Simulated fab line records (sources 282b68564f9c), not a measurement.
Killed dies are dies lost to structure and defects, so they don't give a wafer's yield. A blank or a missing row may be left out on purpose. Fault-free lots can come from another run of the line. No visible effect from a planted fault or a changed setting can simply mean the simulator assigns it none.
Which tool did it? ; flow rit_cmos ; 15 lots, 45 wafers sampled, at 2 steps of a route of 202

WHAT THE GAUGES READ, wafer by wafer
RIT_REOX_THK_MEAS_04.
lot;measured;on;REOX_OXIDE_THK (nm)
L576;day 2 19:26;film_metro-04;25.8 25.4 25.5
L577;day 3 03:17;film_metro-01;24.6 25.0 24.5
L578;day 3 09:00;film_metro-04;25.1 24.9 25.2
L580;day 3 16:41;film_metro-01;24.8 24.5 24.7
L581;day 3 22:05;film_metro-04;25.1 25.4 25.2
L582;day 4 04:07;film_metro-04;25.7 25.7 25.5
L583;day 4 15:10;film_metro-03;25.8 25.9 26.1
L585;day 4 19:49;film_metro-01;24.9 25.4 25.1
L587;day 5 06:37;film_metro-03;24.8 25.1 24.9
L588;day 5 09:50;film_metro-03;14.6 14.6 14.9
L589;day 5 14:31;film_metro-01;25.8 25.3 25.5
L590;day 5 19:52;film_metro-03;15.0 15.2 15.2
L591;day 6 01:40;film_metro-04;15.9 15.8 15.9
L596;day 7 02:37;film_metro-03;26.5 26.1 26.1
L597;day 7 05:11;film_metro-01;26.6 26.6 26.5

WHICH TOOL RAN EACH LOT (tool, then ch and the chambers of the sampled wafers, then the start)
lot;RIT_REOX_OXIDATION_03
L576;furnace-03 ch 0, day 2 16:53
L577;furnace-04 ch 0, day 3 00:44
L578;furnace-03 ch 0, day 3 06:26
L580;furnace-04 ch 0, day 3 14:08
L581;furnace-01 ch 0, day 3 19:32
L582;furnace-03 ch 0, day 4 01:34
L583;furnace-03 ch 0, day 4 12:37
L585;furnace-01 ch 0, day 4 17:16
L587;furnace-04 ch 0, day 5 04:04
L588;furnace-01 ch 0, day 5 07:17
L589;furnace-04 ch 0, day 5 11:57
L590;furnace-01 ch 0, day 5 17:18
L591;furnace-01 ch 0, day 5 23:07
L596;furnace-04 ch 0, day 7 00:04
L597;furnace-04 ch 0, day 7 02:37
- RIT_REOX_OXIDATION_03: target thk 25.2 nm, ox time 5580 s.

AS READ BY THE TOOLS THEMSELVES (means over the sampled wafers that have a number; for cases with no such wafer, the mark the record gives instead)
RIT_REOX_OXIDATION_03.
lot;tool;ox_temp_c (C)
L576;furnace-03;900.1
L577;furnace-04;899.7
L578;furnace-03;900.2
L580;furnace-04;899.9
L581;furnace-01;899.9
L582;furnace-03;900.1
L583;furnace-03;899.3
L585;furnace-01;900.4
L587;furnace-04;899.8
L588;furnace-01;900.1
L589;furnace-04;899.8
L590;furnace-01;899.9
L591;furnace-01;900.3
L596;furnace-04;899.9
L597;furnace-04;900.0

THE ANSWER, worked out from the rows above alone
Rule: usual is defined by the lots themselves. Put in order of their means at a reading, lots are off if they are a third of the lots or fewer, leave a main group of 4 or more, and stand apart from it by a gap of 3 or more times the standard deviation of the main group's means; of several such gaps the widest counts. If all means in a main group match to the digits the tables above print for the reading, that group is not used. A lot without any number at a reading at which 4 lots or more have one is off too. All remaining lots with rows at the step are treated as sound. The gauges are gone through in route order, then the tools' own readings, and for those a lot's mean is taken as printed above. At the first step where some lot is off, the reading lying furthest off is the one used; lots without a number count as furthest.
Off: at RIT_REOX_THK_MEAS_04 (REOX_OXIDE_THK), L588, L590, L591. For the main group the mean is 25.4 nm and the standard deviation 0.57.
If a tool, at a process step before that reading, ran all the lots that are off and no sound lot after the first of them, it fits. The gauges at RIT_REOX_THK_MEAS_04 are tried like those tools. One candidate fits, namely furnace-01 at RIT_REOX_OXIDATION_03. Its last sound lot is L585 (day 4 17:16), its first lot that is off L588 (day 5 07:17): a fault that began between those two fits.

WHAT WAS PUT IN BY THE SIMULATOR
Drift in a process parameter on furnace-01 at RIT_REOX_OXIDATION_03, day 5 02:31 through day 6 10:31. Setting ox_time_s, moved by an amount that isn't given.
Lots struck among those shown: L588, L590, L591. The same result came from the rule above.
